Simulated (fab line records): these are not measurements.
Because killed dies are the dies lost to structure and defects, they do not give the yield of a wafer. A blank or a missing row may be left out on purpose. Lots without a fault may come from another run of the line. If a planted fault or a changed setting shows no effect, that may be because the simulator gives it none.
One fault through the eyes of 2 desks | flow ritCmos | each desk holds nothing but its own numbers, with what lay behind them at the end

## AT THE METROLOGY DESK
Lot by lot, what the gauges showed, no matter which tool ran the lot: averages of those sampled wafers that carry a number. If a lot's mean is further than 4 standard deviations from the usual mean, the lot is out of limits and carries the mark OUT (the distance appears in the brackets).
Columns: A = NRETRO_TW at RIT_NRETRO_TW_MEAS_10, usual 1059; B = PRETRO_OVL at RIT_PRETRO_OVL_MEAS_06, usual 1.6 nm
lot  | first seen here | A    | B
L897 | day 2 18:25     | 1053 | 2.1
L901 | day 3 14:06     | 1062 | 2.5
L902 | day 3 19:27     | 1054 | 3.2
L908 | day 5 03:26     | 1054 | 1.7
L909 | day 5 12:53     | 1063 | 1.0
L915 | day 7 02:36     | 1065 | 0.8
This desk's verdict: no lot among the 6 shows anything out of limits.

## AT THE TOOL OWNER'S DESK: implanter-03
RIT_PRETRO_IMPLANT_08, tool's own readings: per-lot mean of the sampled wafers with a number, covering each lot this tool ran. If a lot's mean is further than 4 standard deviations from the usual mean, the lot is out of limits and carries the mark OUT (the distance appears in the brackets).
Columns: A = beamEnergyKeV at RIT_PRETRO_IMPLANT_08, usual 45.001
lot  | first seen here | A
L901 | day 3 15:27     | 50.320 (+99 or more) OUT
L902 | day 3 20:43     | 50.314 (+99 or more) OUT
L915 | day 7 03:58     | 44.978
This desk finds L901, L902 out of limits, L901 being first, at day 3 15:27 (beamEnergyKeV at RIT_PRETRO_IMPLANT_08). Within limits: L915.

## PUT TOGETHER
An alarm could have come from the tool owner's desk at day 3 15:27, on L901, L902.
The metrology desk saw nothing out of limits.
The metrology desk holds a record of L901, L902, inside its limits.
The lots listed all ran RIT_PRETRO_IMPLANT_08 on implanter-03.

## WHAT HAD BEEN PUT IN BY THE SIMULATOR
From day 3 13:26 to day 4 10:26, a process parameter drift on implanter-03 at RIT_PRETRO_IMPLANT_08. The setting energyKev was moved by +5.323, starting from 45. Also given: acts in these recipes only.
Struck lots among those shown: L901, L902.
Time in hours from fault onset to the first out-of-limits reading at each desk: the tool owner's desk, 2.
